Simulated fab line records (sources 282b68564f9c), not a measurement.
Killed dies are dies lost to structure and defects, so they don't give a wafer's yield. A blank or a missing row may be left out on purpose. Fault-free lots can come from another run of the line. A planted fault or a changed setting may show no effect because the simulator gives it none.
The tool behind it: which one? || flow rit-cmos || route of 202 steps, sampled at 1 step: 15 lots, 45 wafers

## WHAT THE GAUGES SHOWED, per wafer
The record lacks any reading of a measuring or inspecting step that a usual standard deviation could be used to judge.

## WHAT TOOL EACH LOT RAN ON (gives the tool, then ch and the chambers of the sampled wafers, and finally the start)
{"lot": "L227", "RIT_PSD_PEB_04": "litho-track-03 ch 0, day 3 03:46"}
{"lot": "L228", "RIT_PSD_PEB_04": "litho-track-01 ch 0, day 3 10:37"}
{"lot": "L229", "RIT_PSD_PEB_04": "litho-track-03 ch 0, day 3 17:14"}
{"lot": "L236", "RIT_PSD_PEB_04": "litho-track-01, day 5 07:32"}
{"lot": "L237", "RIT_PSD_PEB_04": "litho-track-03, day 5 08:59"}
{"lot": "L238", "RIT_PSD_PEB_04": "litho-track-03, day 5 12:39"}
{"lot": "L241", "RIT_PSD_PEB_04": "litho-track-02 ch 0, day 6 03:45"}
{"lot": "L243", "RIT_PSD_PEB_04": "litho-track-02 ch 0, day 6 13:02"}
{"lot": "L244", "RIT_PSD_PEB_04": "litho-track-02 ch 0, day 6 17:26"}
{"lot": "L245", "RIT_PSD_PEB_04": "litho-track-01 ch 0, day 6 20:16"}
{"lot": "L246", "RIT_PSD_PEB_04": "litho-track-02 ch 0, day 7 02:32"}
{"lot": "L247", "RIT_PSD_PEB_04": "litho-track-02 ch 0, day 7 09:25"}
{"lot": "L248", "RIT_PSD_PEB_04": "litho-track-01 ch 0, day 7 11:21"}
{"lot": "L249", "RIT_PSD_PEB_04": "litho-track-01 ch 0, day 7 16:19"}
{"lot": "L250", "RIT_PSD_PEB_04": "litho-track-01 ch 0, day 7 22:31"}
- RIT_PSD_PEB_04

## AS READ BY THE TOOLS THEMSELVES (means over the sampled wafers that have a number; for cases with no such wafer, the mark the record gives instead)
RIT_PSD_PEB_04.
{"lot": "L227", "tool": "litho-track-03", "exhaust-pa (Pa)": 45.3}
{"lot": "L228", "tool": "litho-track-01", "exhaust-pa (Pa)": 45.2}
{"lot": "L229", "tool": "litho-track-03", "exhaust-pa (Pa)": 44.6}
{"lot": "L236", "tool": "litho-track-01", "exhaust-pa (Pa)": "-"}
{"lot": "L237", "tool": "litho-track-03", "exhaust-pa (Pa)": "-"}
{"lot": "L238", "tool": "litho-track-03", "exhaust-pa (Pa)": "-"}
{"lot": "L241", "tool": "litho-track-02", "exhaust-pa (Pa)": 45.6}
{"lot": "L243", "tool": "litho-track-02", "exhaust-pa (Pa)": 44.3}
{"lot": "L244", "tool": "litho-track-02", "exhaust-pa (Pa)": 45.3}
{"lot": "L245", "tool": "litho-track-01", "exhaust-pa (Pa)": 45.5}
{"lot": "L246", "tool": "litho-track-02", "exhaust-pa (Pa)": 45.4}
{"lot": "L247", "tool": "litho-track-02", "exhaust-pa (Pa)": 43.6}
{"lot": "L248", "tool": "litho-track-01", "exhaust-pa (Pa)": 45.4}
{"lot": "L249", "tool": "litho-track-01", "exhaust-pa (Pa)": 44.5}
{"lot": "L250", "tool": "litho-track-01", "exhaust-pa (Pa)": 45.0}

## THE ANSWER, worked out from the rows above alone
Rule: the lots themselves supply what counts as usual. Put in order of their means at a reading, lots are off if they are a third of the lots or fewer, leave a main group of 4 or more, and stand apart from it by a gap of 3 or more times the standard deviation of the main group's means; of several such gaps the widest counts. A main group whose means are all the same, to the digits that the tables above print for the reading, isn't used. Also off: a lot with no number at a reading for which 4 or more lots have one. Any other lot the step has rows for is counted as sound. First the gauges in route order, then the tools' own readings, where a lot's mean is used as printed above. At the first step where some lot is off, the reading lying furthest off is the one used; lots without a number count as furthest.
Off: L236, L237, L238 (RIT_PSD_PEB_04, exhaust-pa). Without a number there: L236, L237, L238. Main group: mean 45.0 Pa, sd 0.58.
If a tool, at that step or one of the process steps before it, ran each lot that is off and ran no sound lot following the first of them, it fits. None of those tried fits.

## WHAT WAS PUT IN BY THE SIMULATOR
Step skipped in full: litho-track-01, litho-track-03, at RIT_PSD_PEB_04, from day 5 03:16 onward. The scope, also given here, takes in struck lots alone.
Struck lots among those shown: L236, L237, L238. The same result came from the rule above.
